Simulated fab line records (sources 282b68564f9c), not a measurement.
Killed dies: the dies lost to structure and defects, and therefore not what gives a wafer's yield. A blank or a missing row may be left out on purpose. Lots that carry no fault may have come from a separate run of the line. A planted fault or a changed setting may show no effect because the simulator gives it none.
Which tool was responsible? ; flow rit-cmos ; 13 lots with 39 wafers sampled at 2 steps, on a route of 202 steps

== WHAT THE GAUGES READ, wafer by wafer ==
RIT_SPACER_THK_MEAS_04. Usual: for SPACER_NITRIDE_THK the level is 250.5 nm and the standard deviation is 2.5.
lot;measured;on;SPACER_NITRIDE_THK (nm);flag
L680;day 3 02:32;film-metro-04;254.5 254.1 254.9;
L682;day 3 13:14;film-metro-03;252.1 252.1 251.1;
L683;day 3 16:20;film-metro-04;249.3 247.4 248.2;
L684;day 4 05:27;film-metro-01;248.7 251.3 249.0;
L685;day 4 11:07;film-metro-03;249.9 248.3 247.2;
L686;day 4 11:14;film-metro-04;249.2 246.9 250.2;
L687;day 4 15:09;film-metro-04;251.2 250.6 250.9;
L688;day 5 01:02;film-metro-01;251.5 252.9 251.7;
L690;day 5 07:02;film-metro-03;254.8 257.2 253.0;
L692;day 5 14:19;film-metro-01;249.6 248.2 250.3;
L693;day 5 21:01;film-metro-03;253.4 255.1 250.8;
L697;day 6 17:31;film-metro-01;254.0 255.8 255.4;
L700;day 7 22:04;film-metro-01;165.4 167.7 166.2 165.4 168.0 166.2;OFF

== WHAT TOOL EACH LOT RAN ON (gives the tool, then ch and the chambers of the sampled wafers, and finally the start) ==
lot;RIT_SPACER_CVD_03
L680;lpcvd-01 ch 0, day 3 00:36
L682;lpcvd-01 ch 1, day 3 11:19
L683;lpcvd-01 ch 1, day 3 14:25
L684;lpcvd-02 ch 1, day 4 02:35
L685;lpcvd-02 ch 1, day 4 09:11
L686;lpcvd-01 ch 1, day 4 09:19
L687;lpcvd-02 ch 1, day 4 13:13
L688;lpcvd-01 ch 0, day 4 22:09
L690;lpcvd-02 ch 1, day 5 05:08
L692;lpcvd-02 ch 1, day 5 12:23
L693;lpcvd-02 ch 0, day 5 19:05
L697;lpcvd-02 ch 1, day 6 15:35
L700;lpcvd-01 ch 0, day 7 20:08
- RIT_SPACER_CVD_03: deposits Si3N4 from SiH2Cl2/NH3, target thk 250 nm, time 3300 s.

== AS READ BY THE TOOLS THEMSELVES (means over the sampled wafers that have a number; for cases with no such wafer, the mark the record gives instead) ==
RIT_SPACER_CVD_03. Usual: sih2cl2-flow-sccm 59.99 sccm, standard deviation 0.21; spike-tc-source-C 835.1 C, standard deviation 2; zone-power-load-pct 19.4 %, standard deviation 1.5.
lot;tool;sih2cl2-flow-sccm (sccm);spike-tc-source-C (C);zone-power-load-pct (%);flag
L680;lpcvd-01;59.99;833.3;21.1;
L682;lpcvd-01;60.01;837.0;17.2;
L683;lpcvd-01;60.05;836.8;17.2;
L684;lpcvd-02;59.84;836.0;19.4;
L685;lpcvd-02;60.04;835.6;19.3;
L686;lpcvd-01;59.83;836.3;17.1;
L687;lpcvd-02;60.23;835.7;19.4;
L688;lpcvd-01;60.05;834.0;21.2;
L690;lpcvd-02;60.03;834.9;19.5;
L692;lpcvd-02;59.89;835.7;19.4;
L693;lpcvd-02;60.35;830.4;21.4;
L697;lpcvd-02;60.27;837.1;19.5;
L700;lpcvd-01;59.89;834.0;21.2;

== THE ANSWER, worked out from the rows above alone ==
Rule: a lot is off if the mean of its wafers that have a number lies more than 3 standard deviations from the usual mean. Also off: a lot with no number at a reading for which 4 or more lots have one. The other lots that the step has rows for count as sound. After the gauges, taken in route order, come the tools' own readings; for these a lot's mean is taken, as printed above. The first step at which some lot is off is used, and at that step the reading that is off furthest; a lot without a number counts as furthest.
Off: at RIT_SPACER_THK_MEAS_04 (SPACER_NITRIDE_THK), L700.
A tool fits if, at a process step before that reading, it ran every lot that is off, and no sound lot after the first of them. The gauges at RIT_SPACER_THK_MEAS_04 are tried like those tools. This does not decide it: 2 tools fit, namely lpcvd-01 at RIT_SPACER_CVD_03 and film-metro-01 at RIT_SPACER_THK_MEAS_04.

== WHAT THE SIMULATOR HAD PUT IN ==
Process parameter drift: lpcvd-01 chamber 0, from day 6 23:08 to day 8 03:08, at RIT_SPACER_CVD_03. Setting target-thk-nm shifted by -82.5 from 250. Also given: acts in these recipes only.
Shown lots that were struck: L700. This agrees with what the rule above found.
